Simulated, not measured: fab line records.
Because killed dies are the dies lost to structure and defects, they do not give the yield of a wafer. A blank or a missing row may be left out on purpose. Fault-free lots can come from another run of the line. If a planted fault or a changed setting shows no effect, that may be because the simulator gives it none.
fab line records :: flow berkeley-cmos170 :: part 2 of 2: steps 27 to 37 of 37
record:
  lots: 5
  wafers: 15
  last-day: 12
route steps=331 shown SPACER@174 PSD@175 NSD@187 BACKSIDE@199 SDANNEAL@204 PLDD@208 NLDD@209 SILICIDE@210
lots that met no fault: from a run of the same line without faults
start-h: start of the lot's first displayed wafer, in hours after the record's first day :: wait-h: hours elapsed since this lot's preceding step :: " same as the row above :: L1.1+2: a single row standing in for several wafers :: - no value present, or no start provided :: * or withheld: withheld :: < > ~ a bound
route shown NAME@n: a module of which the file shows steps, and the number in the route of the first :: usual: mean and standard deviation over wafers with no fault :: same: alike in all rows :: chamber/n: place in a boat :: sites: per-site readings :: _std_site: standard deviation across them :: _edge_site: the outer-site mean with the inner-site mean subtracted :: radius-mm: how far each site lies from the wafer's centre :: mask NAME#n: copy n :: behind: the tool/chamber that last shaped the wafer :: hold: reason for holding the lot/hours on hold/outcome of the hold :: device: the n, p or np transistor that did not switch :: end of line: the same wafers' tests at the end of the route :: for a step that has no rows: nothing shown but its recipe :: killed: not the wafer's yield, but the dies lost to structure and defects at the first sort :: map: dies across one wafer; x = killed, . = not, _ = none there
set.NAME: the setting the step ran with; set.NAME@STEP: the setting that earlier step ran with :: model.NAME: the simulator's own value behind a step, which no gauge read
lots seen at some steps along the route; tables by step, rows by wafer
services: the hour from which a tool's chamber was out of use, counted from the record's first day as start-h (under 0 if before that day), plus the number of hours and why
== steps ==
step: UCB170_BACKSIDE_COAT_01
recipe:
  resist: KrF
  spin-rpm: 1500
  resist-thk-nm: 900
usual:
  resist-line-temp-C: 23.00/0.1
lot.wafer: L076.1
tool: litho-track-02
chamber: 0
start-h: 155.86
wait-h: 0.1
resist-line-temp-C: 22.87

lot.wafer: L076.3
tool: litho-track-02
chamber: 0
start-h: 155.86
wait-h: 0.1
resist-line-temp-C: 22.93

lot.wafer: L076.4
tool: litho-track-02
chamber: 0
start-h: 155.86
wait-h: 0.1
resist-line-temp-C: 22.85

lot.wafer: L081.4
tool: litho-track-01
chamber: 0
start-h: 196.81
wait-h: 0.1
resist-line-temp-C: 22.93

lot.wafer: L081.5
tool: litho-track-01
chamber: 0
start-h: 196.81
wait-h: 0.1
resist-line-temp-C: 22.84

lot.wafer: L081.6
tool: litho-track-01
chamber: 0
start-h: 196.81
wait-h: 0.1
resist-line-temp-C: 22.87

lot.wafer: L085.1
tool: litho-track-01
chamber: 0
start-h: 228.21
wait-h: 0.1
resist-line-temp-C: 23.02

lot.wafer: L085.2
tool: litho-track-01
chamber: 0
start-h: 228.21
wait-h: 0.1
resist-line-temp-C: 23.12

lot.wafer: L085.3
tool: litho-track-01
chamber: 0
start-h: 228.21
wait-h: 0.1
resist-line-temp-C: 23.07

lot.wafer: L086.3
tool: litho-track-01
chamber: 0
start-h: 228.78
wait-h: 0.1
resist-line-temp-C: 22.97

lot.wafer: L086.5
tool: litho-track-01
chamber: 0
start-h: 228.78
wait-h: 0.1
resist-line-temp-C: 23.06

lot.wafer: L086.6
tool: litho-track-01
chamber: 0
start-h: 228.78
wait-h: 0.1
resist-line-temp-C: 22.84

lot.wafer: L090.2
tool: litho-track-02
chamber: 0
start-h: 255.09
wait-h: 0.1
resist-line-temp-C: 23.15

lot.wafer: L090.3
tool: litho-track-02
chamber: 0
start-h: 255.09
wait-h: 0.1
resist-line-temp-C: 23.03

lot.wafer: L090.4
tool: litho-track-02
chamber: 0
start-h: 255.09
wait-h: 0.1
resist-line-temp-C: 23.10
step: UCB170_BACKSIDE_SOFTBAKE_02
recipe:
  resist: KrF
  temp-c: 130
  time-s: 60
usual:
  resist-line-temp-C: 23.01/0.11
lot.wafer: L076.1
tool: litho-track-02
chamber: 0
start-h: 156.01
wait-h: 0.1
resist-line-temp-C: 23.05

lot.wafer: L076.3
tool: litho-track-02
chamber: 0
start-h: 156.01
wait-h: 0.1
resist-line-temp-C: 23.01

lot.wafer: L076.4
tool: litho-track-02
chamber: 0
start-h: 156.01
wait-h: 0.1
resist-line-temp-C: 22.91

lot.wafer: L081.4
tool: litho-track-01
chamber: 0
start-h: 196.96
wait-h: 0.1
resist-line-temp-C: 23.03

lot.wafer: L081.5
tool: litho-track-01
chamber: 0
start-h: 196.96
wait-h: 0.1
resist-line-temp-C: 22.87

lot.wafer: L081.6
tool: litho-track-01
chamber: 0
start-h: 196.96
wait-h: 0.1
resist-line-temp-C: 22.95

lot.wafer: L085.1
tool: litho-track-01
chamber: 0
start-h: 228.36
wait-h: 0.1
resist-line-temp-C: 23.04

lot.wafer: L085.2
tool: litho-track-01
chamber: 0
start-h: 228.36
wait-h: 0.1
resist-line-temp-C: 23.14

lot.wafer: L085.3
tool: litho-track-01
chamber: 0
start-h: 228.36
wait-h: 0.1
resist-line-temp-C: 23.05

lot.wafer: L086.3
tool: litho-track-01
chamber: 0
start-h: 228.93
wait-h: 0.1
resist-line-temp-C: 23.17

lot.wafer: L086.5
tool: litho-track-01
chamber: 0
start-h: 228.93
wait-h: 0.1
resist-line-temp-C: 23.18

lot.wafer: L086.6
tool: litho-track-01
chamber: 0
start-h: 228.93
wait-h: 0.1
resist-line-temp-C: 23.29

lot.wafer: L090.2
tool: litho-track-02
chamber: 0
start-h: 255.24
wait-h: 0.1
resist-line-temp-C: 23.24

lot.wafer: L090.3
tool: litho-track-02
chamber: 0
start-h: 255.24
wait-h: 0.1
resist-line-temp-C: 23.20

lot.wafer: L090.4
tool: litho-track-02
chamber: 0
start-h: 255.24
wait-h: 0.1
resist-line-temp-C: 23.01
step: UCB170_BACKSIDE_STRIP_03
recipe:
  chemistry: O2
  power-w: 400
  pressure-mtorr: 3500
  platen-temp-c: withheld
  o2-flow-sccm: 400
  overash-fraction: 0.5
usual:
  drypump-motor-current-A: 5.7/0.37
  oes-product-au: 0.735/0.0044
  strip-time-to-endpoint-s: 21.99/0.066
same:
  overash-fraction: 0.5
lot.wafer: L076.1
tool: plasma-asher-02
chamber: 0
start-h: 156.16
wait-h: 0.1
drypump-motor-current-A: 5.5
oes-product-au: 0.747
rf-hours-counter-h: 37
strip-time-to-endpoint-s: 22.03

lot.wafer: L076.3
tool: plasma-asher-02
chamber: 1
start-h: 156.16
wait-h: 0.1
drypump-motor-current-A: 6.2
oes-product-au: 0.734
rf-hours-counter-h: -
strip-time-to-endpoint-s: 21.99

lot.wafer: L076.4
tool: plasma-asher-02
chamber: 0
start-h: 156.16
wait-h: 0.1
drypump-motor-current-A: 5.5
oes-product-au: 0.726
rf-hours-counter-h: -
strip-time-to-endpoint-s: 21.99

lot.wafer: L081.4
tool: plasma-asher-01
chamber: 0
start-h: 197.07
wait-h: 0.1
drypump-motor-current-A: 5.5
oes-product-au: 0.739
rf-hours-counter-h: -
strip-time-to-endpoint-s: 22.01

lot.wafer: L081.5
tool: plasma-asher-01
chamber: 0
start-h: 197.07
wait-h: 0.1
drypump-motor-current-A: 5.5
oes-product-au: 0.736
rf-hours-counter-h: -
strip-time-to-endpoint-s: 22.04

lot.wafer: L081.6
tool: plasma-asher-01
chamber: 1
start-h: 197.07
wait-h: 0.1
drypump-motor-current-A: 5.1
oes-product-au: 0.732
rf-hours-counter-h: -
strip-time-to-endpoint-s: 22.01

lot.wafer: L085.1
tool: plasma-asher-01
chamber: 0
start-h: 228.51
wait-h: 0.1
drypump-motor-current-A: 5.5
oes-product-au: 0.722
rf-hours-counter-h: 12
strip-time-to-endpoint-s: 22.01

lot.wafer: L085.2
tool: plasma-asher-01
chamber: 1
start-h: 228.51
wait-h: 0.1
drypump-motor-current-A: 5.1
oes-product-au: 0.734
rf-hours-counter-h: 12
strip-time-to-endpoint-s: 22.05

lot.wafer: L085.3
tool: plasma-asher-01
chamber: 1
start-h: 228.51
wait-h: 0.1
drypump-motor-current-A: 5.1
oes-product-au: 0.736
rf-hours-counter-h: -
strip-time-to-endpoint-s: 22.04

lot.wafer: L086.3
tool: plasma-asher-01
chamber: 0
start-h: 229.06
wait-h: 0.1
drypump-motor-current-A: 5.5
oes-product-au: 0.737
rf-hours-counter-h: -
strip-time-to-endpoint-s: 21.95

lot.wafer: L086.5
tool: plasma-asher-01
chamber: 0
start-h: 229.06
wait-h: 0.1
drypump-motor-current-A: 5.5
oes-product-au: 0.731
rf-hours-counter-h: -
strip-time-to-endpoint-s: 21.95

lot.wafer: L086.6
tool: plasma-asher-01
chamber: 1
start-h: 229.06
wait-h: 0.1
drypump-motor-current-A: 5.1
oes-product-au: 0.743
rf-hours-counter-h: -
strip-time-to-endpoint-s: 21.88

lot.wafer: L090.2
tool: plasma-asher-02
chamber: 1
start-h: 255.37
wait-h: 0.1
drypump-motor-current-A: 6.2
oes-product-au: 0.734
rf-hours-counter-h: 47
strip-time-to-endpoint-s: 22.00

lot.wafer: L090.3
tool: plasma-asher-02
chamber: 1
start-h: 255.37
wait-h: 0.1
drypump-motor-current-A: 6.2
oes-product-au: 0.736
rf-hours-counter-h: -
strip-time-to-endpoint-s: 22.03

lot.wafer: L090.4
tool: plasma-asher-02
chamber: 0
start-h: 255.37
wait-h: 0.1
drypump-motor-current-A: 5.5
oes-product-au: 0.733
rf-hours-counter-h: -
strip-time-to-endpoint-s: 22.08
step: UCB170_BACKSIDE_CLEAN_04
recipe:
  chemistry: SPM
  temp-c: 120
  time-s: 600
lot.wafer: L076.1+3+4
tool: wet-bench-04
chamber: 2
start-h: 156.26
wait-h: 0.1

lot.wafer: L081.4+5+6
tool: wet-bench-02
chamber: 1
start-h: 197.15
wait-h: 0.0

lot.wafer: L085.1+2+3
tool: wet-bench-02
chamber: 3
start-h: 228.66
wait-h: 0.1

lot.wafer: L086.3+5+6
tool: wet-bench-02
chamber: 2
start-h: 229.13
wait-h: 0.0

lot.wafer: L090.2+3+4
tool: wet-bench-03
chamber: 2
start-h: 255.47
wait-h: 0.1
step: UCB170_SDANNEAL_RTA_00
recipe:
  temp-c: 900
  time-s: 10
  ambient: N2
usual:
  lamp-power-pct: 27/3.3
  wafer_temp_C_max: 904.1/1.6
lot.wafer: L076.1
tool: rtp-anneal-01
chamber: 0
start-h: 156.44
wait-h: 0.0
lamp-power-pct: 30
wafer_temp_C_max: 902.8

lot.wafer: L076.3
tool: rtp-anneal-01
chamber: 0
start-h: 156.44
wait-h: 0.0
lamp-power-pct: 30
wafer_temp_C_max: 903.3

lot.wafer: L076.4
tool: rtp-anneal-01
chamber: 0
start-h: 156.44
wait-h: 0.0
lamp-power-pct: 30
wafer_temp_C_max: 902.1

lot.wafer: L081.4
tool: rtp-anneal-01
chamber: 0
start-h: 197.38
wait-h: 0.0
lamp-power-pct: 30
wafer_temp_C_max: 903.9

lot.wafer: L081.5
tool: rtp-anneal-01
chamber: 0
start-h: 197.38
wait-h: 0.0
lamp-power-pct: 30
wafer_temp_C_max: 902.2

lot.wafer: L081.6
tool: rtp-anneal-01
chamber: 0
start-h: 197.38
wait-h: 0.0
lamp-power-pct: 30
wafer_temp_C_max: 903.2

lot.wafer: L085.1
tool: rtp-anneal-01
chamber: 0
start-h: 228.83
wait-h: 0.0
lamp-power-pct: 30
wafer_temp_C_max: 902.8

lot.wafer: L085.2
tool: rtp-anneal-01
chamber: 0
start-h: 228.83
wait-h: 0.0
lamp-power-pct: 30
wafer_temp_C_max: 903.1

lot.wafer: L085.3
tool: rtp-anneal-01
chamber: 0
start-h: 228.83
wait-h: 0.0
lamp-power-pct: 30
wafer_temp_C_max: 901.6

lot.wafer: L086.3
tool: rtp-anneal-01
chamber: 0
start-h: 229.33
wait-h: 0.0
lamp-power-pct: 30
wafer_temp_C_max: 902.4

lot.wafer: L086.5
tool: rtp-anneal-01
chamber: 0
start-h: 229.33
wait-h: 0.0
lamp-power-pct: 30
wafer_temp_C_max: 902.1

lot.wafer: L086.6
tool: rtp-anneal-01
chamber: 0
start-h: 229.33
wait-h: 0.0
lamp-power-pct: 30
wafer_temp_C_max: 901.9

lot.wafer: L090.2
tool: rtp-anneal-02
chamber: 0
start-h: 255.65
wait-h: 0.0
lamp-power-pct: 23
wafer_temp_C_max: 908.0

lot.wafer: L090.3
tool: rtp-anneal-02
chamber: 0
start-h: 255.65
wait-h: 0.0
lamp-power-pct: 23
wafer_temp_C_max: 904.8

lot.wafer: L090.4
tool: rtp-anneal-02
chamber: 0
start-h: 255.65
wait-h: 0.0
lamp-power-pct: 24
wafer_temp_C_max: 906.1
step: UCB170_SDANNEAL_RTA_01
recipe:
  temp-c: 1050
  time-s: 5
  ambient: N2
usual:
  lamp-power-pct: 41/5.1
  wafer_temp_C_max: 1054.8/1.7
lot.wafer: L076.1
tool: rtp-anneal-01
chamber: 0
start-h: 156.50
wait-h: 0.1
lamp-power-pct: 46
wafer_temp_C_max: 1053.6

lot.wafer: L076.3
tool: rtp-anneal-01
chamber: 0
start-h: 156.50
wait-h: 0.1
lamp-power-pct: 46
wafer_temp_C_max: 1052.6

lot.wafer: L076.4
tool: rtp-anneal-01
chamber: 0
start-h: 156.50
wait-h: 0.1
lamp-power-pct: 46
wafer_temp_C_max: 1053.9

lot.wafer: L081.4
tool: rtp-anneal-01
chamber: 0
start-h: 197.44
wait-h: 0.1
lamp-power-pct: 46
wafer_temp_C_max: 1052.9

lot.wafer: L081.5
tool: rtp-anneal-01
chamber: 0
start-h: 197.44
wait-h: 0.1
lamp-power-pct: 46
wafer_temp_C_max: 1052.6

lot.wafer: L081.6
tool: rtp-anneal-01
chamber: 0
start-h: 197.44
wait-h: 0.1
lamp-power-pct: 46
wafer_temp_C_max: 1053.2

lot.wafer: L085.1
tool: rtp-anneal-01
chamber: 0
start-h: 228.90
wait-h: 0.1
lamp-power-pct: 46
wafer_temp_C_max: 1053.4

lot.wafer: L085.2
tool: rtp-anneal-01
chamber: 0
start-h: 228.90
wait-h: 0.1
lamp-power-pct: 46
wafer_temp_C_max: 1053.4

lot.wafer: L085.3
tool: rtp-anneal-01
chamber: 0
start-h: 228.90
wait-h: 0.1
lamp-power-pct: 46
wafer_temp_C_max: 1053.4

lot.wafer: L086.3
tool: rtp-anneal-01
chamber: 0
start-h: 229.39
wait-h: 0.1
lamp-power-pct: 46
wafer_temp_C_max: 1053.6

lot.wafer: L086.5
tool: rtp-anneal-01
chamber: 0
start-h: 229.39
wait-h: 0.1
lamp-power-pct: 46
wafer_temp_C_max: 1052.8

lot.wafer: L086.6
tool: rtp-anneal-01
chamber: 0
start-h: 229.39
wait-h: 0.1
lamp-power-pct: 46
wafer_temp_C_max: 1052.4

lot.wafer: L090.2
tool: rtp-anneal-02
chamber: 0
start-h: 255.72
wait-h: 0.1
lamp-power-pct: 36
wafer_temp_C_max: 1057.2

lot.wafer: L090.3
tool: rtp-anneal-02
chamber: 0
start-h: 255.72
wait-h: 0.1
lamp-power-pct: 36
wafer_temp_C_max: 1056.5

lot.wafer: L090.4
tool: rtp-anneal-02
chamber: 0
start-h: 255.72
wait-h: 0.1
lamp-power-pct: 36
wafer_temp_C_max: 1054.4
step: UCB170_SDANNEAL_RS_MEAS_02
recipe:
  thk-meas-gauge: four-point-probe
usual:
  PSD_RS: 75.4/0.31
lot.wafer: L076.1
tool: film-metro-02
chamber: -
start-h: 156.56
wait-h: 0.0
PSD_RS[ohm/sq]: 75.7

lot.wafer: L076.3
tool: film-metro-02
chamber: -
start-h: 156.56
wait-h: 0.0
PSD_RS[ohm/sq]: 75.8

lot.wafer: L076.4
tool: film-metro-02
chamber: -
start-h: 156.56
wait-h: 0.0
PSD_RS[ohm/sq]: 75.7

lot.wafer: L081.4
tool: film-metro-03
chamber: -
start-h: 197.82
wait-h: 0.4
PSD_RS[ohm/sq]: 75.7

lot.wafer: L081.5
tool: film-metro-03
chamber: -
start-h: 197.82
wait-h: 0.4
PSD_RS[ohm/sq]: 75.7

lot.wafer: L081.6
tool: film-metro-03
chamber: -
start-h: 197.82
wait-h: 0.4
PSD_RS[ohm/sq]: 75.6

lot.wafer: L085.1
tool: film-metro-01
chamber: -
start-h: 228.96
wait-h: 0.0
PSD_RS[ohm/sq]: 75.1

lot.wafer: L085.2
tool: film-metro-01
chamber: -
start-h: 228.96
wait-h: 0.0
PSD_RS[ohm/sq]: 75.3

lot.wafer: L085.3
tool: film-metro-01
chamber: -
start-h: 228.96
wait-h: 0.0
PSD_RS[ohm/sq]: 75.4

lot.wafer: L086.3
tool: film-metro-03
chamber: -
start-h: 229.47
wait-h: 0.1
PSD_RS[ohm/sq]: 75.4

lot.wafer: L086.5
tool: film-metro-03
chamber: -
start-h: 229.47
wait-h: 0.1
PSD_RS[ohm/sq]: 75.9

lot.wafer: L086.6
tool: film-metro-03
chamber: -
start-h: 229.47
wait-h: 0.1
PSD_RS[ohm/sq]: 75.8

lot.wafer: L090.2
tool: film-metro-02
chamber: -
start-h: 255.79
wait-h: 0.1
PSD_RS[ohm/sq]: 75.8

lot.wafer: L090.3
tool: film-metro-02
chamber: -
start-h: 255.79
wait-h: 0.1
PSD_RS[ohm/sq]: 75.8

lot.wafer: L090.4
tool: film-metro-02
chamber: -
start-h: 255.79
wait-h: 0.1
PSD_RS[ohm/sq]: 76.0
step: UCB170_SDANNEAL_RS_MEAS_03
recipe:
  thk-meas-gauge: four-point-probe
usual:
  NSD_RS: 37.20/0.11
lot.wafer: L076.1
tool: film-metro-02
chamber: -
start-h: 156.68
wait-h: 0.1
NSD_RS[ohm/sq]: 37.22

lot.wafer: L076.3
tool: film-metro-02
chamber: -
start-h: 156.68
wait-h: 0.1
NSD_RS[ohm/sq]: 37.25

lot.wafer: L076.4
tool: film-metro-02
chamber: -
start-h: 156.68
wait-h: 0.1
NSD_RS[ohm/sq]: 37.22

lot.wafer: L081.4
tool: film-metro-03
chamber: -
start-h: 197.94
wait-h: 0.1
NSD_RS[ohm/sq]: 37.32

lot.wafer: L081.5
tool: film-metro-03
chamber: -
start-h: 197.94
wait-h: 0.1
NSD_RS[ohm/sq]: 37.33

lot.wafer: L081.6
tool: film-metro-03
chamber: -
start-h: 197.94
wait-h: 0.1
NSD_RS[ohm/sq]: 37.29

lot.wafer: L085.1
tool: film-metro-01
chamber: -
start-h: 229.08
wait-h: 0.1
NSD_RS[ohm/sq]: 37.11

lot.wafer: L085.2
tool: film-metro-01
chamber: -
start-h: 229.08
wait-h: 0.1
NSD_RS[ohm/sq]: 37.17

lot.wafer: L085.3
tool: film-metro-01
chamber: -
start-h: 229.08
wait-h: 0.1
NSD_RS[ohm/sq]: 37.16

lot.wafer: L086.3
tool: film-metro-03
chamber: -
start-h: 229.59
wait-h: 0.1
NSD_RS[ohm/sq]: 37.24

lot.wafer: L086.5
tool: film-metro-03
chamber: -
start-h: 229.59
wait-h: 0.1
NSD_RS[ohm/sq]: 37.29

lot.wafer: L086.6
tool: film-metro-03
chamber: -
start-h: 229.59
wait-h: 0.1
NSD_RS[ohm/sq]: 37.11

lot.wafer: L090.2
tool: film-metro-02
chamber: -
start-h: 255.91
wait-h: 0.1
NSD_RS[ohm/sq]: 37.41

lot.wafer: L090.3
tool: film-metro-02
chamber: -
start-h: 255.91
wait-h: 0.1
NSD_RS[ohm/sq]: 37.45

lot.wafer: L090.4
tool: film-metro-02
chamber: -
start-h: 255.91
wait-h: 0.1
NSD_RS[ohm/sq]: 37.43
step: UCB170_SDANNEAL_RS_MEAS_04
recipe:
  thk-meas-gauge: four-point-probe
usual:
  PLDD_RS: 1030.4/2.7
lot.wafer: L076.1
tool: film-metro-02
chamber: -
start-h: 156.80
wait-h: 0.1
PLDD_RS[ohm/sq]: 1031.6

lot.wafer: L076.3
tool: film-metro-02
chamber: -
start-h: 156.80
wait-h: 0.1
PLDD_RS[ohm/sq]: 1032.0

lot.wafer: L076.4
tool: film-metro-02
chamber: -
start-h: 156.80
wait-h: 0.1
PLDD_RS[ohm/sq]: 1032.5

lot.wafer: L081.4
tool: film-metro-03
chamber: -
start-h: 198.06
wait-h: 0.1
PLDD_RS[ohm/sq]: 1027.0

lot.wafer: L081.5
tool: film-metro-03
chamber: -
start-h: 198.06
wait-h: 0.1
PLDD_RS[ohm/sq]: 1030.7

lot.wafer: L081.6
tool: film-metro-03
chamber: -
start-h: 198.06
wait-h: 0.1
PLDD_RS[ohm/sq]: 1035.6

lot.wafer: L085.1
tool: film-metro-01
chamber: -
start-h: 229.20
wait-h: 0.1
PLDD_RS[ohm/sq]: 1032.0

lot.wafer: L085.2
tool: film-metro-01
chamber: -
start-h: 229.20
wait-h: 0.1
PLDD_RS[ohm/sq]: 1027.3

lot.wafer: L085.3
tool: film-metro-01
chamber: -
start-h: 229.20
wait-h: 0.1
PLDD_RS[ohm/sq]: 1028.3

lot.wafer: L086.3
tool: film-metro-03
chamber: -
start-h: 229.71
wait-h: 0.1
PLDD_RS[ohm/sq]: 1033.2

lot.wafer: L086.5
tool: film-metro-03
chamber: -
start-h: 229.71
wait-h: 0.1
PLDD_RS[ohm/sq]: 1033.6

lot.wafer: L086.6
tool: film-metro-03
chamber: -
start-h: 229.71
wait-h: 0.1
PLDD_RS[ohm/sq]: 1030.3

lot.wafer: L090.2
tool: film-metro-02
chamber: -
start-h: 256.03
wait-h: 0.1
PLDD_RS[ohm/sq]: 1033.8

lot.wafer: L090.3
tool: film-metro-02
chamber: -
start-h: 256.03
wait-h: 0.1
PLDD_RS[ohm/sq]: 1034.6

lot.wafer: L090.4
tool: film-metro-02
chamber: -
start-h: 256.03
wait-h: 0.1
PLDD_RS[ohm/sq]: 1031.7
step: UCB170_SDANNEAL_RS_MEAS_05
recipe:
  thk-meas-gauge: four-point-probe
usual:
  NLDD_RS: 615.2/1.7
lot.wafer: L076.1
tool: film-metro-02
chamber: -
start-h: 156.92
wait-h: 0.1
NLDD_RS[ohm/sq]: 618.7

lot.wafer: L076.3
tool: film-metro-02
chamber: -
start-h: 156.92
wait-h: 0.1
NLDD_RS[ohm/sq]: 616.6

lot.wafer: L076.4
tool: film-metro-02
chamber: -
start-h: 156.92
wait-h: 0.1
NLDD_RS[ohm/sq]: 617.9

lot.wafer: L081.4
tool: film-metro-03
chamber: -
start-h: 198.18
wait-h: 0.1
NLDD_RS[ohm/sq]: 615.0

lot.wafer: L081.5
tool: film-metro-03
chamber: -
start-h: 198.18
wait-h: 0.1
NLDD_RS[ohm/sq]: 616.4

lot.wafer: L081.6
tool: film-metro-03
chamber: -
start-h: 198.18
wait-h: 0.1
NLDD_RS[ohm/sq]: 615.0

lot.wafer: L085.1
tool: film-metro-01
chamber: -
start-h: 229.32
wait-h: 0.1
NLDD_RS[ohm/sq]: 614.3

lot.wafer: L085.2
tool: film-metro-01
chamber: -
start-h: 229.32
wait-h: 0.1
NLDD_RS[ohm/sq]: 614.9

lot.wafer: L085.3
tool: film-metro-01
chamber: -
start-h: 229.32
wait-h: 0.1
NLDD_RS[ohm/sq]: 614.3

lot.wafer: L086.3
tool: film-metro-03
chamber: -
start-h: 229.83
wait-h: 0.1
NLDD_RS[ohm/sq]: 615.6

lot.wafer: L086.5
tool: film-metro-03
chamber: -
start-h: 229.83
wait-h: 0.1
NLDD_RS[ohm/sq]: 617.8

lot.wafer: L086.6
tool: film-metro-03
chamber: -
start-h: 229.83
wait-h: 0.1
NLDD_RS[ohm/sq]: 617.5

lot.wafer: L090.2
tool: film-metro-02
chamber: -
start-h: 256.15
wait-h: 0.1
NLDD_RS[ohm/sq]: 618.0

lot.wafer: L090.3
tool: film-metro-02
chamber: -
start-h: 256.15
wait-h: 0.1
NLDD_RS[ohm/sq]: 616.6

lot.wafer: L090.4
tool: film-metro-02
chamber: -
start-h: 256.15
wait-h: 0.1
NLDD_RS[ohm/sq]: 617.9
step: UCB170_SILICIDE_PRE_CLEAN_00
recipe:
  gas: Ar
  preclean-etch-time-s: 60
lot.wafer: L076.1+3+4
tool: pvd-sputter-03
chamber: -
start-h: 157.04
wait-h: 0.1

lot.wafer: L081.4+5+6
tool: pvd-sputter-04
chamber: -
start-h: 198.24
wait-h: 0.0

lot.wafer: L085.1+2+3
tool: pvd-sputter-02
chamber: -
start-h: 229.44
wait-h: 0.1

lot.wafer: L086.3+5+6
tool: pvd-sputter-02
chamber: -
start-h: 229.91
wait-h: 0.1

lot.wafer: L090.2+3+4
tool: pvd-sputter-04
chamber: -
start-h: 256.25
wait-h: 0.1
== services ==
tool: pvd-sputter-04
chamber: -
start-h: 131.10
hours: 2.7
kind: repair

tool: implanter-03
chamber: -
start-h: 132.24
hours: 2.6
kind: repair

tool: plasma-asher-03
chamber: -
start-h: 145.54
hours: 4.0
kind: repair

tool: pvd-sputter-02
chamber: -
start-h: 145.92
hours: 7.7
kind: repair

tool: implanter-04
chamber: -
start-h: 157.01
hours: 3.9
kind: pm

tool: krf-scanner-02
chamber: -
start-h: 163.68
hours: 1.3
kind: pm

tool: pvd-sputter-02
chamber: -
start-h: 180.21
hours: 2.9
kind: repair

tool: krf-scanner-02
chamber: -
start-h: 192.50
hours: 4.0
kind: pm

tool: plasma-asher-03
chamber: -
start-h: 196.53
hours: 0.5
kind: repair

tool: implanter-02
chamber: -
start-h: 202.80
hours: 1.6
kind: repair

tool: pvd-sputter-04
chamber: -
start-h: 205.02
hours: 1.7
kind: repair

tool: krf-scanner-02
chamber: -
start-h: 207.80
hours: 0.8
kind: pm

tool: krf-scanner-01
chamber: -
start-h: 210.83
hours: 1.3
kind: pm

tool: krf-scanner-02
chamber: -
start-h: 212.14
hours: 0.7
kind: repair

tool: krf-scanner-01
chamber: -
start-h: 230.30
hours: 0.8
kind: pm

tool: krf-scanner-02
chamber: -
start-h: 231.18
hours: 0.2
kind: repair

tool: krf-scanner-01
chamber: -
start-h: 231.87
hours: 0.5
kind: repair

tool: krf-scanner-01
chamber: -
start-h: 236.48
hours: 4.0
kind: pm

tool: wet-bench-01
chamber: -
start-h: 239.15
hours: 1.0
kind: repair

tool: krf-scanner-01
chamber: -
start-h: 242.42
hours: 3.6
kind: pm

tool: krf-scanner-02
chamber: -
start-h: 250.34
hours: 1.0
kind: pm

tool: implanter-01
chamber: -
start-h: 250.42
hours: 3.5
kind: repair

tool: implanter-02
chamber: -
start-h: 250.92
hours: 7.4
kind: repair

tool: plasma-asher-03
chamber: -
start-h: 255.31
hours: 15.6
kind: pm
